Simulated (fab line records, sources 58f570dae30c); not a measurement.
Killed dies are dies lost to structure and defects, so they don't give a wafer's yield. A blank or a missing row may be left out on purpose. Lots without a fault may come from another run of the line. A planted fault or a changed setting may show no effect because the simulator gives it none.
Split-lot experiment | flow berkeley_cmos170 | 5 lots, 23 wafers read, on a route of 331 steps

THE SPLIT
At UCB170_V1_PEB_10, the setting peb_temp_c was moved away from the recipe's 130 C on 8 of the 23 wafers read, by -2.0% to +2.5%. The other wafers ran this setting at the recipe's value.

FROM THE SPLIT TO THE READING: what the file shows between them, 4 steps
- UCB170_V1_DEVELOP_11: develop time 45 s
- UCB170_V1_CD_MEAS_12: target cd 700 nm
- UCB170_V1_ETCH_14: etches SiO2 in CHF3/CF4/Ar, stops on Al, target depth 1250 nm, time 291 s
- UCB170_V1_STRIP_15: strips in O2

THE READING
cd_nm, in nm, at UCB170_V1_CD_MEAS_90 (target cd 700 nm). Fault-free wafers of this fab line usually give 699.5 nm, standard deviation 1.5 nm.

wafer  | tool, chamber at the split | peb_temp_c as run, C | against the recipe | cd_nm, nm | against lot-mates on the recipe
L075.1 | litho_track-01, 0          | 133.2                | +2.5%              | 718.2     | +18.8
L075.2 | litho_track-01, 0          | 130                  | recipe             | 698.7     | -
L075.3 | litho_track-01, 0          | 130                  | recipe             | 700.2     | -
L075.4 | litho_track-01, 0          | 133.2                | +2.5%              | 718.5     | +19.1
L075.6 | litho_track-01, 0          | 130                  | recipe             | 699.2     | -
L074.1 | litho_track-01, 0          | 130                  | recipe             | 701.2     | -
L074.3 | litho_track-01, 0          | 130                  | recipe             | 700.3     | -
L074.4 | litho_track-01, 0          | 130                  | recipe             | 700.1     | -
L079.1 | litho_track-01, 0          | 130                  | recipe             | 699.8     | -
L079.2 | litho_track-01, 0          | 127.4                | -2.0%              | 681.9     | -17.8
L079.3 | litho_track-01, 0          | 127.4                | -2.0%              | 681.8     | -17.9
L079.4 | litho_track-01, 0          | 127.4                | -2.0%              | 681.7     | -18.0
L079.5 | litho_track-01, 0          | 130                  | recipe             | 699.6     | -
L081.1 | litho_track-02, 0          | 130                  | recipe             | 699.0     | -
L081.2 | litho_track-02, 0          | 130                  | recipe             | 699.3     | -
L081.3 | litho_track-02, 0          | 130                  | recipe             | 698.6     | -
L081.5 | litho_track-02, 0          | 130                  | recipe             | 699.4     | -
L081.6 | litho_track-02, 0          | 130                  | recipe             | 698.4     | -
L083.1 | litho_track-02, 0          | 127.4                | -2.0%              | 680.9     | -19.3
L083.2 | litho_track-02, 0          | 130                  | recipe             | 700.2     | -
L083.3 | litho_track-02, 0          | 127.4                | -2.0%              | 679.4     | -20.8
L083.5 | litho_track-02, 0          | 130                  | recipe             | 700.1     | -
L083.6 | litho_track-02, 0          | 127.4                | -2.0%              | 679.7     | -20.5

THE FIT
A straight line over all 23 wafers: cd_nm changes by +8.65 nm for each +1% of peb_temp_c; r = +0.99; the points scatter about the line by 1.2 nm.
The same after taking each lot's own level away (the mean of its wafers on the recipe; 23 wafers): +8.79 nm for each +1%; r = +0.99; scatter 1.2 nm.
On that fit, the largest move of peb_temp_c shifts the reading by 22 nm.
The lots' own levels span 698.94 to 700.53 nm, that is 1.1 times the standard deviation above.
So the lot-to-lot level changes the slope little: the two slopes agree.
Check: with one of the wafers moved furthest among these (+2.5%) left out of the fit, the line predicts +21.8 nm for it against its lot-mates. It came out at +18.8 nm against them.

THE WHOLE CHAIN: every reading that the file lists as answering this split, in the file's order
step                 | what it does                                                              | reading                                                   | change (the file's fit)              | r (the file's)
UCB170_V1_CD_MEAS_12 | target cd 700 nm                                                          | cd_nm                                                     | +8.58 nm for each +1% of the setting | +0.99
UCB170_V1_ETCH_14    | etches SiO2 in CHF3/CF4/Ar, stops on Al, target depth 1250 nm, time 291 s | V1.cd_nm (the simulator's own value, which no gauge read) | +8.8 nm for each +1% of the setting  | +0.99
UCB170_V1_CD_MEAS_90 | target cd 700 nm                                                          | cd_nm                                                     | +8.74 nm for each +1% of the setting | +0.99

THE FILE'S OWN FIT
cd_nm changes by +8.74 nm for each +1% of peb_temp_c, r = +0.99.
